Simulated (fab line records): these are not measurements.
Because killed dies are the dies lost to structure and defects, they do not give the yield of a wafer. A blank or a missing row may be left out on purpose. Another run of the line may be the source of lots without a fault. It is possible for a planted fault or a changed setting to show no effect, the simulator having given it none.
A single fault, viewed from 2 desks ; flow rit cmos ; what lay behind the numbers comes last; until then each desk has only its own

## AT THE METROLOGY DESK
What the gauges read, lot by lot, whatever tool the lot ran on: means of the sampled wafers that have a number. Any lot whose mean is over 4 standard deviations away from the usual mean is out of limits and marked OUT; that distance is given in the brackets.
Columns: A = PWELL_RS at RIT_WELLDRIVE_RS_MEAS_02, usual 426.3 ohm/sq
lot;first seen here;A
L890;day 2 05:32;426.1
L892;day 2 16:16;426.5
L893;day 2 21:16;425.5
L894;day 3 02:22;426.8
L895;day 3 06:11;428.0
L896;day 3 13:32;425.5
L897;day 3 20:31;427.9
L898;day 4 01:35;422.7
L900;day 4 09:12;419.9 (-5.3) OUT
L907;day 5 18:54;427.3
L908;day 5 22:47;425.8
L909;day 6 06:51;425.5
L911;day 6 15:12;425.7
L913;day 7 02:46;424.0
This desk finds L900 out of limits, with the earliest case on L900 at day 4 09:12 (PWELL_RS at RIT_WELLDRIVE_RS_MEAS_02). L890, L892, L893, L894, L895, L896, L897, L898, L907, L908, L909, L911, L913 stayed within limits.

## TOOL OWNER'S DESK, implanter-01
For each lot that ran on this tool, the mean over its sampled wafers that have a number, from the tool's own readings at RIT_PWELL_IMPLANT_08. Any lot whose mean is over 4 standard deviations away from the usual mean is out of limits and marked OUT; that distance is given in the brackets.
Columns: A = faraday current uA at RIT_PWELL_IMPLANT_08, usual 225; B = tilt deg at RIT_PWELL_IMPLANT_08, usual 7.001 degrees
lot;first seen here;A;B
L892;day 2 10:41;219;7.001
L895;day 3 00:36;224;6.982
L897;day 3 14:55;228;7.021
L898;day 3 18:45;224;3.135 (-99 or more) OUT
L900;day 4 02:07;223;3.116 (-99 or more) OUT
This desk's finding: out of limits on L898, L900; first on L898, day 3 18:45 (tilt deg at RIT_PWELL_IMPLANT_08). L892, L895, L897 stayed within limits.

## TAKEN TOGETHER
At day 3 18:45, on L898, L900, the tool owner's desk was in a position to raise an alarm.
On L900, the metrology desk was in a position to raise an alarm at day 4 09:12.
The metrology desk has L898 on record, within its limits.
RIT_PWELL_IMPLANT_08 was run on implanter-01 by each of the lots named.

## WHAT THE SIMULATOR HAD PUT IN
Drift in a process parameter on implanter-01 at RIT_PWELL_IMPLANT_08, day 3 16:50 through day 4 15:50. The setting tilt deg was moved by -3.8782, starting from 7. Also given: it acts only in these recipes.
Lots struck among those shown: L898, L900.
Counting hours from when the fault started, the first reading out of limits came at 2 for the tool owner's desk and at 16 for the metrology desk.
